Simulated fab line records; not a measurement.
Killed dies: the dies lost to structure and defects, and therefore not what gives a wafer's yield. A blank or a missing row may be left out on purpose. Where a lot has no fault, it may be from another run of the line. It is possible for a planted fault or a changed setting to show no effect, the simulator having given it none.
Which tool was responsible?    flow rit_cmos    15 lots, 45 wafers sampled, at 2 steps of a route of 202

## WHAT THE GAUGES SHOWED, per wafer
RIT_GATE_CD_MEAS_16 targets a cd of 150 nm. Usual: 149.9 nm for cd_nm, sd 2.5.
lot   measured     on         cd_nm (nm)         flag
L886  day 2 21:38  cd_sem-02  153.3 153.5 154.5  
L887  day 3 03:57  cd_sem-02  149.6 149.9 149.9  
L888  day 3 08:27  cd_sem-02  153.0 150.6 152.5  
L889  day 3 10:11  cd_sem-02  150.6 148.3 148.9  
L892  day 4 09:44  cd_sem-02  153.9 151.7 151.8  
L893  day 4 12:56  cd_sem-02  151.2 154.6 153.7  
L894  day 4 13:10  cd_sem-02  149.4 148.8 147.1  
L896  day 5 08:07  cd_sem-02  147.2 151.2 150.9  
L900  day 6 09:04  cd_sem-02  157.2 156.1 159.9  OFF
L901  day 6 14:25  cd_sem-02  149.9 149.8 146.9  
L902  day 6 19:37  cd_sem-01  156.9 159.4 161.2  OFF
L904  day 6 21:30  cd_sem-02  159.4 159.8 160.1  OFF
L906  day 7 09:52  cd_sem-01  153.8 151.2 152.3  
L905  day 7 10:10  cd_sem-02  149.8 148.6 149.6  
L907  day 7 11:28  cd_sem-01  151.2 149.6 150.2  

## WHICH TOOL RAN EACH LOT (tool, then ch and the chambers of the sampled wafers, then the start)
lot   RIT_GATE_COAT_11
L886  litho_track-01 ch 0, day 2 20:50
L887  litho_track-04 ch 0, day 3 03:12
L888  litho_track-04 ch 0, day 3 07:29
L889  litho_track-03 ch 0, day 3 09:16
L892  litho_track-01 ch 0, day 4 08:42
L893  litho_track-04 ch 0, day 4 12:12
L894  litho_track-01 ch 0, day 4 12:13
L896  litho_track-01 ch 0, day 5 07:25
L900  litho_track-01 ch 0, day 6 08:23
L901  litho_track-04 ch 0, day 6 13:35
L902  litho_track-01 ch 0, day 6 16:44
L904  litho_track-01 ch 0, day 6 20:48
L906  litho_track-04 ch 0, day 7 09:02
L905  litho_track-03 ch 0, day 7 09:09
L907  litho_track-03 ch 0, day 7 10:41
- RIT_GATE_COAT_11: resist thk 850 nm.

## WHAT THE TOOLS THEMSELVES READ (means of the sampled wafers that have a number; where no wafer has one, the mark that the record gives instead)
RIT_GATE_COAT_11. Usual: 4250 rpm for spin_speed_rpm, sd 3.1.
lot   tool            spin_speed_rpm (rpm)  flag
L886  litho_track-01  4245                  
L887  litho_track-04  4248                  
L888  litho_track-04  4253                  
L889  litho_track-03  4250                  
L892  litho_track-01  4250                  
L893  litho_track-04  4251                  
L894  litho_track-01  4251                  
L896  litho_track-01  4249                  
L900  litho_track-01  3730                  OFF
L901  litho_track-04  4251                  
L902  litho_track-01  3734                  OFF
L904  litho_track-01  3731                  OFF
L906  litho_track-04  4252                  
L905  litho_track-03  4246                  
L907  litho_track-03  4249                  

## THE ANSWER, worked out from the rows above alone
Rule: take the mean of a lot's wafers that have a number; if it is more than 3 standard deviations from the usual mean, the lot is off. A lot without any number at a reading at which 4 lots or more have one is off too. All remaining lots with rows at the step are treated as sound. First the gauges in route order, then the tools' own readings, where a lot's mean is used as printed above. The first step at which some lot is off is used, and at that step the reading that is off furthest; a lot without a number counts as furthest.
Off at RIT_GATE_CD_MEAS_16 (cd_nm): L900, L902, L904.
A tool fits if, at a process step before that reading, it ran every lot that is off, and no sound lot after the first of them. The gauges at RIT_GATE_CD_MEAS_16 aren't tried: what is off there is off at RIT_GATE_COAT_11 too, on other tools, and a gauge's error can't cause that. One fits: litho_track-01 at RIT_GATE_COAT_11. Its last sound lot is L896 (day 5 07:25), its first lot that is off L900 (day 6 08:23): a fault that began between those two fits.
On the lots that are off, the tool's own readings at RIT_GATE_COAT_11 differ by more than 5 times the standard deviation of the sound lots' means, which bears it out; spin_speed_rpm reads 3732 rpm there versus 4250 rpm on the sound lots.

## WHAT HAD BEEN PUT IN BY THE SIMULATOR
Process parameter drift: litho_track-01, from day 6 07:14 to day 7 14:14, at RIT_GATE_COAT_11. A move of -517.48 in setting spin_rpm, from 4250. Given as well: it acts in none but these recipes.
Struck lots among those shown: L900, L902, L904. The rule above found the same.
